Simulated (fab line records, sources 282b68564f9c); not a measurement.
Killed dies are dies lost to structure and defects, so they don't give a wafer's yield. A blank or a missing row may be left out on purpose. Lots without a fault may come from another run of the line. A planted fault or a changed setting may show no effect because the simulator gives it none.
Problem report in the 8D (eight disciplines) form, filled by code | flow rit_cmos | the parts of the form that need people (team, actions taken, sign-off) are left out

1. THE PROBLEM
oes_product_au at RIT_GATE_ETCH_19 reads a mean of 0.743 a.u. on 6 wafers of 2 lots; wafers without a fault read 0.857 a.u. with a standard deviation of 0.011. That is -10 standard deviations from the usual mean.
The step: etches poly-Si in SF6/CHF3/O2, stops on SiO2, time 165 s, target depth 312.5 nm.
First seen on wafer L717.3, day 6 01:26, on rie_si-01. The record holds 18 wafers of 6 lots with a number at this step. Rule for "out", or "out of limits": more than 4 standard deviations from the usual mean. The other wafers with a number count as sound.

2. WHAT IT IS AND WHAT IT IS NOT
question                    | is                     | is not
which readings at this step | oes_product_au         | SF6_flow_sccm, drypump_motor_current_A, he_backside_leak_sccm, rf_fwd_power_W, throttle_valve_pct
which lots                  | L717, L719             | L700, L703, L704, L712
which wafers of those lots  | all that have a number | -
read on which tools         | rie_si-01              | rie_si-02
when                        | from day 6 01:26       | up to then (12 sound wafers)

3. SUSPECTS, AND WHAT RULES EACH OUT
Counting: a tool at a process step up to the reading stays a suspect if it ran every lot that is out and no sound lot after the first of them.
- rie_si-01 at RIT_GATE_ETCH_19 (etches poly-Si in SF6/CHF3/O2, stops on SiO2, time 165 s, target depth 312.5 nm): kept. It ran every lot that is out, first L717 (day 6 01:26), and no sound lot after that; its last sound lot up to then is L703 (day 3 07:22). Its own readings are out on those wafers: oes_product_au.
Left after counting: rie_si-01 at RIT_GATE_ETCH_19.

4. THE CAUSE (what the simulator had put in)
Process parameter drift: rie_si-01, from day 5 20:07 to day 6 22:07, at RIT_GATE_ETCH_19. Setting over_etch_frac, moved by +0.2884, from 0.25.
Counting left only this tool.

5. THE CHAIN OF EFFECTS, in route order
Each row: a reading whose mean over the struck wafers that have a number lies more than 3 standard deviations from the usual. Only readings for which the record gives a usual standard deviation are gone through. hours: the time from each lot's start at the first step in this table that gives one to its start at this step, as a median over the lots. sigmas: the change in usual standard deviations.
hours | step             | reading        | usual      | on struck wafers | change | sigmas
0     | RIT_GATE_ETCH_19 | oes_product_au | 0.857 a.u. | 0.743            | -0.114 | -10
The process steps in it:
- RIT_GATE_ETCH_19: etches poly-Si in SF6/CHF3/O2, stops on SiO2, time 165 s, target depth 312.5 nm.

6. WHAT WOULD HAVE CAUGHT IT SOONER
In this record the first reading out of limits was taken at day 6 01:26, 5 hours after the fault began at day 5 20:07.
